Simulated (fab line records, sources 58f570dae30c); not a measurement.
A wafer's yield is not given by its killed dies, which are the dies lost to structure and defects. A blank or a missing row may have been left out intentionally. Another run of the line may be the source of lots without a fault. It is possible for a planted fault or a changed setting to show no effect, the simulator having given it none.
Split-lot trial + flow berkeleyCmos170 + 23 wafers read across 5 lots, on a route 331 steps long

## THE SPLIT
At UCB170_NVT_COAT_01 (resist thk 900 nm), the setting resistThkNm was moved away from the recipe's 900 nm on 9 of the 23 wafers read, by -3.5% to -2.4%. For the rest of the wafers, this setting stayed at what the recipe calls for.

The split's own step is where the reading is taken.

## THE READING
KrF_of_NVT_COAT_01.thkNm (the simulator's own value, which no gauge read), in nm, at UCB170_NVT_COAT_01 (resist thk 900 nm). No usual value for it is given in the file. The 14 wafers here that ran the recipe average 900.8 nm, standard deviation 2.5 nm.

| wafer  | tool, chamber at the split | resistThkNm as run, nm | against the recipe | KrF_of_NVT_COAT_01.thkNm, nm | against lot-mates on the recipe |
|--------|----------------------------|------------------------|--------------------|------------------------------|---------------------------------|
| L075.1 | lithoTrack-02, 0           | 868.5                  | -3.5%              | 868.7                        | -33.9                           |
| L075.2 | lithoTrack-02, 0           | 900                    | recipe             | 902.1                        | -                               |
| L075.3 | lithoTrack-02, 0           | 900                    | recipe             | 903.1                        | -                               |
| L075.4 | lithoTrack-02, 0           | 868.5                  | -3.5%              | 869                          | -33.6                           |
| L075.6 | lithoTrack-02, 0           | 868.5                  | -3.5%              | 870.1                        | -32.5                           |
| L076.2 | lithoTrack-03, 0           | 900                    | recipe             | 900.4                        | -                               |
| L076.3 | lithoTrack-03, 0           | 900                    | recipe             | 904.8                        | -                               |
| L076.5 | lithoTrack-03, 0           | 900                    | recipe             | 900.8                        | -                               |
| L081.1 | lithoTrack-03, 0           | 900                    | recipe             | 904.1                        | -                               |
| L081.2 | lithoTrack-03, 0           | 900                    | recipe             | 901                          | -                               |
| L081.3 | lithoTrack-03, 0           | 900                    | recipe             | 900.5                        | -                               |
| L081.5 | lithoTrack-03, 0           | 900                    | recipe             | 900.5                        | -                               |
| L081.6 | lithoTrack-03, 0           | 900                    | recipe             | 901.3                        | -                               |
| L082.1 | lithoTrack-02, 0           | 875.4                  | -2.7%              | 872.5                        | -23.2                           |
| L082.2 | lithoTrack-02, 0           | 900                    | recipe             | 896.1                        | -                               |
| L082.4 | lithoTrack-02, 0           | 900                    | recipe             | 895.3                        | -                               |
| L082.5 | lithoTrack-02, 0           | 875.4                  | -2.7%              | 870.8                        | -24.9                           |
| L082.6 | lithoTrack-02, 0           | 875.4                  | -2.7%              | 874.1                        | -21.6                           |
| L085.1 | lithoTrack-03, 0           | 878.7                  | -2.4%              | 879.6                        | -21.1                           |
| L085.2 | lithoTrack-03, 0           | 878.7                  | -2.4%              | 878.9                        | -21.8                           |
| L085.3 | lithoTrack-03, 0           | 900                    | recipe             | 900.7                        | -                               |
| L085.6 | lithoTrack-03, 0           | 900                    | recipe             | 900.7                        | -                               |
| L085.4 | lithoTrack-03, 0           | 878.7                  | -2.4%              | 878.3                        | -22.4                           |

THE FIT
A straight line over all 23 wafers: KrF_of_NVT_COAT_01.thkNm changes by +9.44 nm for each +1% of resistThkNm; r = +0.99; the points scatter about the line by 2.4 nm.
The same after taking each lot's own level away (the mean of its wafers on the recipe; 23 wafers): +9.17 nm for each +1%; r = +0.99; scatter 1.4 nm.
According to that fit, moving resistThkNm by its largest amount changes the reading by 32 nm.
From 895.70 to 902.60 nm: that is the span of the lots' own levels, equal to 2.8 times the standard deviation above.
So the lot-to-lot level changes the slope little: the two slopes agree.
Check: with one of the wafers moved furthest among these (-3.5%) left out of the fit, the line predicts -31.7 nm for it against its lot-mates. It came out at -33.9 nm against them.

## OTHER SPLITS APPLIED TO THESE WAFERS
Note: prior to the reading, these wafers also went through further splits. Each is held against what the fit with the lots' levels taken away leaves over:
| other split on the same wafers     | wafers away from the commonest value | r with KrF_of_NVT_COAT_01.thkNm (lot level and that fit taken away) |
|------------------------------------|--------------------------------------|---------------------------------------------------------------------|
| UCB170_ZERO_COAT_01 spinRpm        | 8                                    | -0.29                                                               |
| UCB170_NWELL_OXIDATION_01 oxTimeS  | 18                                   | -0.32                                                               |
| UCB170_NWELL_COAT_07 spinRpm       | 11                                   | +0.37                                                               |
| UCB170_PWELL_OXIDATION_02 oxTimeS  | 18                                   | -0.20                                                               |
| UCB170_ACTIVE_CVD_05 tempC         | 18                                   | -0.35                                                               |
| UCB170_ACTIVE_ETCH_15 overEtchFrac | 7                                    | -0.04                                                               |

## THE WHOLE CHAIN: every reading that the file lists as answering this split, in the file's order
| step                | what it does      | reading                                                                   | change (the file's fit)              | r (the file's) |
|---------------------|-------------------|---------------------------------------------------------------------------|--------------------------------------|----------------|
| UCB170_NVT_COAT_01  | resist thk 900 nm | KrF_of_NVT_COAT_01.thkNm (the simulator's own value, which no gauge read) | +9.16 nm for each +1% of the setting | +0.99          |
| UCB170_NVT_STRIP_08 | strips in O2      | stripTimeToEndpointS                                                      | withheld for each +1% of the setting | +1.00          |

## FILE'S OWN FIT
KrF_of_NVT_COAT_01.thkNm changes by +9.16 nm for each +1% of resistThkNm, r = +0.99.
